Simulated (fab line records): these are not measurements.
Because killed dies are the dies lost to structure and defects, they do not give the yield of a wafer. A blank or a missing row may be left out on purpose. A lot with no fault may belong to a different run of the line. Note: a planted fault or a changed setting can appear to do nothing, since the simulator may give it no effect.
A struck lot beside a sound one    flow rit cmos    43 steps out of a route of 202
Sound: the wafers L241.3, L241.4, L241.6. Wafers struck: L239.1, L239.2, L239.6. The cause is named last.
At each step with rows: each side's tool, then ch and its chambers, then its first start. Under that, the readings that differ: sound wafers    struck wafers    difference of the means    sigmas: that difference in standard deviations of wafers without a fault.
alike: readings whose means differ by less than 2 such deviations, and words and numbers that are the same on both sides. not compared: withheld readings, readings that some wafer has no value for, bounds like >300 that may hide the same value, and numbers for which the record gives no deviation and whose values overlap.
Wherever a step has rows on one side only, a row that says differs or no value, or a row with sigmas, the two part there. Non-overlapping numbers with no deviation appear without sigmas and do not part them. A reading missing from all wafers of one side parts the sides only when that side holds two or more wafers.

first, 1 step without rows for these wafers: RIT_NSD_IMPLANT_08.
RIT_NSD_STRIP_09: strips in O2, time 180 s.
  sound on plasma asher-01 ch 0,1, day 6 14:22; struck on plasma asher-02 ch 0,1, day 6 05:19
  alike: chamber pressure mTorr, drypump motor current A
  not compared: rf hours counter h
RIT_NSD_TW_MEAS_10:
  sound: film metro-01 at day 6 14:30; struck: film metro-04 at day 6 05:29
  alike: NSD_TW
then, 6 steps without rows for these wafers: RIT_PSD_HMDS_00 (prime time 60 s); RIT_PSD_COAT_01 (resist thk 1000 nm); RIT_PSD_SOFTBAKE_02 (time 60 s); RIT_PSD_EXPOSE_03 (exposes mask M10, target cd 40900 nm); RIT_PSD_PEB_04; RIT_PSD_DEVELOP_05 (develop time 50 s).
RIT_PSD_OVL_MEAS_06:
  sound: overlay-01 at day 6 15:32; struck: overlay-02 at day 6 06:44
  alike: PSD_OVL
then, 2 steps without rows for these wafers: RIT_PSD_HARDBAKE_07 (time 60 s); RIT_PSD_IMPLANT_08.
RIT_PSD_STRIP_09: strips in O2, time 180 s.
  sound on plasma asher-02 ch 0,1, day 6 15:55; struck on plasma asher-03 ch 0,1, day 6 07:04
  alike: chamber pressure mTorr, drypump motor current A
  not compared: rf hours counter h
RIT_PSD_TW_MEAS_10:
  sound: film metro-02 at day 6 16:03; struck: film metro-02 at day 6 07:15
  alike: PSD_TW
then, 3 steps without rows for these wafers: RIT_SDANNEAL_CLEAN_00 (cleans in SC1, time 600 s); RIT_SDANNEAL_CLEAN_01 (cleans in dHF, time 30 s); RIT_SDANNEAL_CLEAN_02 (cleans in SC2, time 600 s).
RIT_SDANNEAL_RTA_03: time 5 s.
  sound on rtp anneal-01 ch 0, day 6 16:29; struck on rtp anneal-01 ch 0, day 6 07:43
  alike: ramp up c per s, wafer_temp_C_max
RIT_SDANNEAL_RS_MEAS_04: uses a four-point probe to measure.
  sound: film metro-01 at day 6 16:34; struck: film metro-01 at day 6 07:46
  alike: PSD_RS
RIT_SDANNEAL_RS_MEAS_05: uses a four-point probe to measure.
  sound: film metro-01 at day 6 16:41; struck: film metro-01 at day 6 07:53
  alike: NSD_RS
RIT_SDANNEAL_RS_MEAS_06: uses a four-point probe to measure.
  sound: film metro-01 at day 6 16:48; struck: film metro-01 at day 6 08:01
  alike: PLDD_RS
RIT_SDANNEAL_RS_MEAS_07: uses a four-point probe to measure.
  sound: film metro-01 at day 6 16:55; struck: film metro-01 at day 6 08:08
  alike: NLDD_RS
then, 2 steps without rows for these wafers: RIT_SILICIDE_WET_ETCH_00 (etches SiO2 in BOE, target depth 14 nm, time 15 s); RIT_SILICIDE_SPUTTER_01 (material Ti, target thk 30 nm, time 240 s).
RIT_SILICIDE_RS_MEAS_02: uses a four-point probe to measure.
  sound: film metro-04 at day 6 17:12; struck: film metro-03 at day 6 08:25
  alike: SILICIDE_TI_RS
RIT_SILICIDE_THK_MEAS_03: measures by xrf.
  sound: film metro-04 at day 6 17:18; struck: film metro-03 at day 6 08:32
  alike: SILICIDE_TI_THK
RIT_SILICIDE_RTA_04: time 10 s, ramp up 5 s, ramp down 5 s.
  sound on rtp anneal-02 ch 0, day 6 17:22; struck on rtp anneal-02 ch 0, day 6 08:35
  alike: wafer_temp_C_max
then, 1 step without rows for these wafers: RIT_SILICIDE_WET_ETCH_05 (etches Ti in SPM, time 120 s).
RIT_SILICIDE_RTA_06: time 10 s, ramp up 5 s, ramp down 10 s.
  sound on rtp anneal-01 ch 0, day 6 17:29; struck on rtp anneal-01 ch 0, day 6 08:42
  alike: wafer_temp_C_max
RIT_CONTACT_CVD_00: deposits SiO2 from TEOS, target thk 400 nm, time 61 s.
  sound on pecvd-04 ch 0,2, day 6 17:31; struck on pecvd-02 ch 1,2, day 6 08:46
reading             sound        struck       difference  sigmas
heater power w (W)  396 414 302  318 203 213  -126        -3
  alike: susceptor temp C
RIT_CONTACT_THK_MEAS_01:
  sound: film metro-01 at day 6 17:35; struck: film metro-03 at day 6 08:49
  alike: CONTACT_TEOS_THK
then, 6 steps without rows for these wafers: RIT_CONTACT_HMDS_02 (prime time 60 s); RIT_CONTACT_COAT_03 (resist thk 1000 nm); RIT_CONTACT_SOFTBAKE_04 (time 60 s); RIT_CONTACT_EXPOSE_05 (exposes mask M11, target cd 1000 nm); RIT_CONTACT_PEB_06; RIT_CONTACT_DEVELOP_07 (develop time 120 s).
RIT_CONTACT_CD_MEAS_08: the cd target is 1000 nm.
  sound: cd sem-01 at day 6 18:46; struck: cd sem-02 at day 6 09:58
  alike: cd nm
RIT_CONTACT_OVL_MEAS_09:
  sound: overlay-02 at day 6 18:52; struck: overlay-02 at day 6 10:05
  alike: CONTACT_OVL
then, 3 steps without rows for these wafers: RIT_CONTACT_HARDBAKE_10 (time 60 s); RIT_CONTACT_ETCH_11 (etches SiO2 in CHF3/CF4/Ar, stops on TiSi2, target depth 480 nm, time 320 s); RIT_CONTACT_STRIP_12 (strips in O2, time 180 s).
RIT_M1_PROBE_99:
  sound: prober-02 at day 7 00:11; struck: prober-02 at day 6 15:19
reading              sound   struck    difference  sigmas
killed at front end  2 9 13  36 39 53  +35         +12
killed dies          2 9 14  36 39 53  +34         +11
  alike: killed at contacts, killed open, killed short

## WHERE THEY PART
First at RIT_CONTACT_CVD_00; last, within this record, at RIT_M1_PROBE_99.

WHY: whatever the simulator had introduced
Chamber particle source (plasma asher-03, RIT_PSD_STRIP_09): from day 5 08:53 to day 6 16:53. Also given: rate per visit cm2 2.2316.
